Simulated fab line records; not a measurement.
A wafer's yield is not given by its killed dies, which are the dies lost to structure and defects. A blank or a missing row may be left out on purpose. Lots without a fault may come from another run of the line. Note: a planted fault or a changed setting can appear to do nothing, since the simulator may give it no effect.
fab line records -- flow berkeley-cmos170
record lots=6, wafers=18, last-day=12
route steps=331 shown GATE@129
lots that met no fault: from a run of the same line without faults
start-h: start of the lot's first displayed wafer, in hours after the record's first day -- wait-h: hours from the lot's prior step to this one -- " the same as in the row above -- L1.1+2: a row that stands for several wafers -- - either no value or no given start -- * or withheld: withheld -- < > ~ a bound
route shown NAME@n: a module of which the file shows steps, and the number in the route of the first -- usual: average and standard deviation across the fault-free wafers -- same: alike in all rows -- chamber/n: place in a boat -- sites: the reading at each site -- _std_site: the values' standard deviation -- _edge_site: the outer-site mean with the inner-site mean subtracted -- radius-mm: how far each site lies from the wafer's centre -- mask NAME#n: copy n -- behind: the last tool/chamber to shape the wafer -- hold: why the lot went on hold/how many hours it stayed there/how the hold came to an end -- device: which transistor (n, p or np) failed to switch -- end of line: tests of these same wafers at the route's end -- a step without rows: its recipe alone -- killed: dies that structure and defects cost at the first sort, which is not the same as the wafer's yield -- map: a wafer's dies, marking killed ones x, the rest . and places with no die _
set.NAME: the setting the step ran with; set.NAME@STEP: the setting that earlier step ran with -- model.NAME: the simulator's own value behind a step, which no gauge read
a table for each step, a row for each wafer; lots at some steps of the route
services: the hour from which a tool's chamber was out of use, counted from the record's first day as start-h (under 0 if before that day), plus the number of hours and why
## steps
# step UCB170_GATE_ANNEAL_03
# recipe temp-c=900, time-s=1800, ambient=N2
# step UCB170_GATE_CVD_04
# recipe material=poly-Si, temp-c=610, precursor=SiH4, time-s=1440, pressure-mtorr=375, target-thk-nm=214, sih4-flow-sccm=120
# step UCB170_GATE_THK_MEAS_05
# recipe reads=poly-Si_of_GATE_CVD_04
# usual GATE_POLY_THK=214.2/1.9
lot.wafer,tool,chamber,start-h,wait-h,GATE_POLY_THK[nm]
L825.3,film-metro-02,-,115.17,0.1,212.7
L825.5,film-metro-02,-,115.17,0.1,211.7
L825.6,film-metro-02,-,115.17,0.1,213.9
L829.2,film-metro-02,-,139.32,0.0,218.1
L829.3,film-metro-02,-,139.32,0.0,217.1
L829.6,film-metro-02,-,139.32,0.0,215.6
L837.1,film-metro-02,-,193.18,0.0,212.4
L837.2,film-metro-02,-,193.18,0.0,211.5
L837.6,film-metro-02,-,193.18,0.0,213.1
L841.2,film-metro-01,-,193.19,0.0,214.6
L841.4,film-metro-01,-,193.19,0.0,214.6
L841.6,film-metro-01,-,193.19,0.0,216.2
L845.2,film-metro-02,-,230.14,0.0,212.6
L845.3,film-metro-02,-,230.14,0.0,212.9
L845.4,film-metro-02,-,230.14,0.0,214.4
L847.2,film-metro-01,-,230.25,0.1,213.9
L847.3,film-metro-01,-,230.25,0.1,213.2
L847.6,film-metro-01,-,230.25,0.1,212.4
# step UCB170_GATE_COAT_06
# recipe resist=BARC, temp-c=withheld, time-s=withheld, spin-rpm=3000, resist-thk-nm=withheld
# step UCB170_GATE_COAT_07
# recipe resist=KrF, spin-rpm=1500, resist-thk-nm=900
# step UCB170_GATE_SOFTBAKE_08
# recipe resist=KrF, temp-c=130, time-s=60
# step UCB170_GATE_EXPOSE_09
# recipe mask-id=POLY, target-cd-nm=350, na=0.5, sigma-outer=0.6, source-shape=conventional, dose-mj=21
# step UCB170_GATE_PEB_10
# recipe peb-temp-c=130, peb-time-s=withheld, resist=KrF
# step UCB170_GATE_DEVELOP_11
# recipe developer=TMAH, develop-time-s=45, resist=KrF, dev-temp-c=21
# step UCB170_GATE_CD_MEAS_12
# recipe target-cd-nm=350
# usual cd-nm=349.4/1.3
lot.wafer,tool,chamber,start-h,wait-h,cd-nm
L825.3,cd-sem-01,-,116.76,-,348.0
L825.5,cd-sem-01,-,116.76,-,348.7
L825.6,cd-sem-01,-,116.76,-,348.7
L829.2,cd-sem-01,-,140.47,-,349.6
L829.3,cd-sem-01,-,140.47,-,350.1
L829.6,cd-sem-01,-,140.47,-,350.2
L841.2,cd-sem-02,-,194.68,-,350.9
L841.4,cd-sem-02,-,194.68,-,349.8
L841.6,cd-sem-02,-,194.68,-,350.0
L837.1,cd-sem-01,-,194.93,-,349.0
L837.2,cd-sem-01,-,194.93,-,348.4
L837.6,cd-sem-01,-,194.93,-,348.5
L845.2,cd-sem-02,-,232.29,-,347.8
L845.3,cd-sem-02,-,232.29,-,348.1
L845.4,cd-sem-02,-,232.29,-,347.1
L847.2,cd-sem-01,-,232.57,-,349.9
L847.3,cd-sem-01,-,232.57,-,350.8
L847.6,cd-sem-01,-,232.57,-,350.8
# step UCB170_GATE_OVL_MEAS_13
# usual GATE_OVL=-3/6.2
lot.wafer,tool,chamber,start-h,wait-h,GATE_OVL[nm]
L825.3,overlay-02,-,116.86,0.1,2
L825.5,overlay-02,-,116.86,0.1,-3
L825.6,overlay-02,-,116.86,0.1,4
L829.2,overlay-02,-,140.58,0.1,-4
L829.3,overlay-02,-,140.58,0.1,1
L829.6,overlay-02,-,140.58,0.1,-6
L841.2,overlay-01,-,194.78,0.1,-1
L841.4,overlay-01,-,194.78,0.1,2
L841.6,overlay-01,-,194.78,0.1,7
L837.1,overlay-01,-,195.05,0.1,-9
L837.2,overlay-01,-,195.05,0.1,-2
L837.6,overlay-01,-,195.05,0.1,-6
L845.2,overlay-02,-,232.40,0.1,1
L845.3,overlay-02,-,232.40,0.1,-7
L845.4,overlay-02,-,232.40,0.1,4
L847.2,overlay-01,-,232.67,0.1,-11
L847.3,overlay-01,-,232.67,0.1,-1
L847.6,overlay-01,-,232.67,0.1,-6
# step UCB170_GATE_ETCH_14
# recipe chemistry=N2/H2, target-depth-a=withheld, overetch-a=withheld, target=BARC, time-s=withheld, source-w=500, bias-w=97.87, pressure-mtorr=30, n2-flow-sccm=100, h2-flow-sccm=200
# usual bias-w=97.9/0.31, chamber-pressure-mTorr=30.00/0.04, drypump-motor-current-A=5.8/0.48, oes-product-au=0.999/0.016, throttle-valve-pct=13.39/0.15
lot.wafer,tool,chamber,start-h,wait-h,bias-w,chamber-pressure-mTorr,drypump-motor-current-A,oes-product-au,throttle-valve-pct
L825.3,rie-diel-03,1,116.88,0.0,97.6,30.02,6.1,1.008,13.27
L825.5,rie-diel-03,0,116.88,0.0,97.7,30.02,5.1,1.004,13.29
L825.6,rie-diel-03,3,116.88,0.0,98.3,29.98,5.5,0.998,13.50
L829.2,rie-diel-02,2,140.61,0.0,97.9,30.05,5.9,0.983,13.64
L829.3,rie-diel-02,0,140.61,0.0,98.1,30.01,6.1,1.012,13.18
L829.6,rie-diel-02,1,140.61,0.0,97.8,29.92,5.1,1.005,13.27
L841.2,rie-diel-02,0,194.81,0.0,97.5,30.01,6.1,1.017,13.20
L841.4,rie-diel-02,3,194.81,0.0,97.7,29.99,6.2,1.005,13.41
L841.6,rie-diel-02,0,194.81,0.0,97.9,30.05,6.1,1.016,13.19
L837.1,rie-diel-03,3,195.09,0.0,97.6,30.01,5.6,1.003,13.51
L837.2,rie-diel-03,2,195.09,0.0,97.8,30.01,6.3,0.959,13.50
L837.6,rie-diel-03,0,195.09,0.0,98.1,30.00,5.1,1.006,13.32
L845.2,rie-diel-02,1,232.43,0.0,97.9,29.98,5.2,0.996,13.27
L845.3,rie-diel-02,0,232.43,0.0,97.5,29.98,6.1,1.011,13.17
L845.4,rie-diel-02,3,232.43,0.0,98.3,30.07,6.2,1.007,13.40
L847.2,rie-diel-02,0,232.70,0.0,97.6,29.97,6.1,1.010,13.20
L847.3,rie-diel-02,3,232.70,0.0,97.9,29.99,6.2,1.012,13.40
L847.6,rie-diel-02,2,232.70,0.0,97.8,29.97,5.9,0.987,13.63
# step UCB170_GATE_ETCH_15
# recipe chemistry=HBr/Cl2, target=poly-Si, stop-on=SiO2, over-etch-frac=0.3, icp-w=300, bias-w=150, time-s=56.3, pressure-mtorr=15, HBr_flow_sccm=150, Cl2_flow_sccm=50, target-depth-a=2782
# usual HBr_flow_sccm=150.0/0.45, bias-w=150.0/0.46, drypump-motor-current-A=5.5/0.37, oes-product-au=0.837/0.01, throttle-valve-pct=26.33/0.16
lot.wafer,tool,chamber,start-h,wait-h,HBr_flow_sccm,bias-w,drypump-motor-current-A,oes-product-au,rf-hours-counter-h,throttle-valve-pct,model.KrF_of_GATE_COAT_07.thk-nm
L825.3,rie-si-02,1,116.92,-,150.3,150.4,5.6,0.842,29,26.24,782.2
L825.5,rie-si-02,3,116.92,-,150.5,149.7,6.0,0.831,-,26.29,777.4
L825.6,rie-si-02,0,116.92,-,150.0,150.7,5.5,0.833,-,26.65,777.7
L829.2,rie-si-01,2,140.65,-,150.7,150.0,5.3,0.834,33,26.52,775.3
L829.3,rie-si-01,0,140.65,-,149.4,149.8,4.9,0.833,60,26.32,773.9
L829.6,rie-si-01,0,140.65,-,149.8,149.6,4.9,0.838,-,26.30,773.6
L841.2,rie-si-01,2,194.85,-,-,-,-,-,-,-,888.9
L841.4,rie-si-01,1,194.85,-,-,-,-,-,-,-,889.8
L841.6,rie-si-01,1,194.85,-,-,-,-,-,-,-,890.2
L837.1,rie-si-02,1,195.13,-,-,-,-,-,-,-,885.4
L837.2,rie-si-02,0,195.13,-,-,-,-,-,-,-,884.6
L837.6,rie-si-02,0,195.13,-,-,-,-,-,-,-,885.1
L845.2,rie-si-01,1,232.47,-,150.2,150.2,5.1,0.842,62,26.15,773.4
L845.3,rie-si-01,3,232.47,-,150.4,149.8,5.9,0.827,1,26.14,772
L845.4,rie-si-01,0,232.47,-,149.9,150.4,4.9,0.829,60,26.33,771.2
L847.2,rie-si-01,3,232.74,-,149.8,150.1,5.9,0.826,1,26.19,771.6
L847.3,rie-si-01,0,232.74,-,150.6,150.6,4.9,0.831,61,26.31,774.9
L847.6,rie-si-01,2,232.74,-,149.5,150.6,5.4,0.823,-,26.51,772
# step UCB170_GATE_STRIP_16
# recipe chemistry=O2, power-w=400, pressure-mtorr=3500, platen-temp-c=withheld, o2-flow-sccm=400, overash-fraction=0.5
# usual drypump-motor-current-A=5.5/0.33, oes-product-au=0.724/0.0045
lot.wafer,tool,chamber,start-h,wait-h,drypump-motor-current-A,oes-product-au,rf-hours-counter-h
L825.3,plasma-asher-04,0,117.00,0.1,5.1,0.722,-
L825.5,plasma-asher-04,1,117.00,0.1,5.5,0.726,-
L825.6,plasma-asher-04,0,117.00,0.1,5.2,0.727,-
L829.2,plasma-asher-01,1,140.70,0.0,5.8,0.724,39
L829.3,plasma-asher-01,0,140.70,0.0,5.0,0.724,-
L829.6,plasma-asher-01,1,140.70,0.0,5.8,0.730,-
L841.2,plasma-asher-01,0,194.90,0.0,5.0,0.729,44
L841.4,plasma-asher-01,0,194.90,0.0,5.0,0.729,-
L841.6,plasma-asher-01,0,194.90,0.0,5.0,0.719,-
L837.1,plasma-asher-04,1,195.18,0.0,5.5,0.721,45
L837.2,plasma-asher-04,0,195.18,0.0,5.1,0.725,45
L837.6,plasma-asher-04,0,195.18,0.0,5.1,0.728,-
L845.2,plasma-asher-03,0,232.52,0.0,5.9,0.734,13
L845.3,plasma-asher-03,1,232.52,0.0,5.4,0.723,-
L845.4,plasma-asher-03,0,232.52,0.0,5.9,0.726,-
L847.2,plasma-asher-03,0,232.79,0.0,5.9,0.722,13
L847.3,plasma-asher-03,0,232.79,0.0,5.9,0.714,-
L847.6,plasma-asher-03,1,232.79,0.0,5.4,0.721,-
# step UCB170_GATE_CD_MEAS_90
# recipe target-cd-nm=350
# usual cd-nm=349.4/1.4
lot.wafer,tool,chamber,start-h,wait-h,cd-nm
L825.3,cd-sem-01,-,117.16,0.1,347.6
L825.5,cd-sem-01,-,117.16,0.1,348.5
L825.6,cd-sem-01,-,117.16,0.1,348.3
L829.2,cd-sem-01,-,140.82,0.1,350.1
L829.3,cd-sem-01,-,140.82,0.1,349.8
L829.6,cd-sem-01,-,140.82,0.1,349.8
L841.2,cd-sem-02,-,195.02,0.1,-
L841.4,cd-sem-02,-,195.02,0.1,-
L841.6,cd-sem-02,-,195.02,0.1,-
L837.1,cd-sem-02,-,195.28,0.1,-
L837.2,cd-sem-02,-,195.28,0.1,-
L837.6,cd-sem-02,-,195.28,0.1,-
L845.2,cd-sem-02,-,232.64,0.1,347.9
L845.3,cd-sem-02,-,232.64,0.1,348.3
L845.4,cd-sem-02,-,232.64,0.1,346.9
L847.2,cd-sem-01,-,233.05,0.2,349.7
L847.3,cd-sem-01,-,233.05,0.2,350.4
L847.6,cd-sem-01,-,233.05,0.2,351.3
# step UCB170_GATE_CLEAN_17
# recipe chemistry=SPM, temp-c=120, time-s=600
## services
tool,chamber,start-h,hours,kind
rie-diel-02,-,97.42,2.8,pm
rie-si-02,2,97.98,-,clean
rie-si-02,2,97.98,11.0,scheduled-down
rie-si-02,2,97.98,11.0,vent-cycle
rie-diel-02,2,107.35,3.8,repair
plasma-asher-03,-,108.75,9.0,pm
plasma-asher-03,0,108.75,9.0,vent-cycle
plasma-asher-03,1,108.75,9.0,vent-cycle
rie-diel-02,0,116.62,10.8,repair
rie-diel-03,1,117.36,1.4,repair
plasma-asher-03,0,117.75,-,clean
plasma-asher-03,1,117.75,-,clean
plasma-asher-01,-,145.87,6.6,repair
rie-diel-02,0,163.29,4.0,repair
rie-diel-02,3,197.94,9.5,repair
rie-si-01,1,206.36,3.2,repair
plasma-asher-01,-,209.15,2.3,repair
plasma-asher-04,-,214.87,0.4,repair
rie-si-02,-,221.70,28.1,pm
## key
first-sign step=UCB170_GATE_ETCH_15, reading=tool-record, direction=missing
effect step=UCB170_GATE_CD_MEAS_90, reading=cd-nm, direction=missing
model-effect step=UCB170_GATE_ETCH_15, value=KrF_of_GATE_COAT_07.thk-nm, without=778.2, struck=887.3
met-at UCB170_GATE_ETCH_15
struck-wafers L837.1,L837.2,L837.6,L841.2,L841.4,L841.6
later-rows-left-out L837.1,L837.2,L837.6,L841.2,L841.4,L841.6
sort-left-out L837.1,L837.2,L837.6,L841.2,L841.4,L841.6
tester-left-out L837,L841
onset-between 140.65 194.85
fault kind=skipped-step-whole, tool=rie-si-01,rie-si-02, chamber=-, onset-h=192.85, steps=UCB170_GATE_ETCH_15, scope=struck-lots-only
# tester-left-out: of these lots the tester's yield and bins aren't shown, on N5 and GAA mostly nor the transistor test; their killed dies are dies lost to structure and defects alone, not to doping, threshold or leakage, so they don't give the yield
# sort-left-out: the simulated sort isn't trusted on such a fault, so these wafers' sort isn't shown, and their yield isn't known
# later-rows-left-out: the simulator's readings of these wafers behind a module that went badly wrong aren't trusted and aren't shown, but for the sort
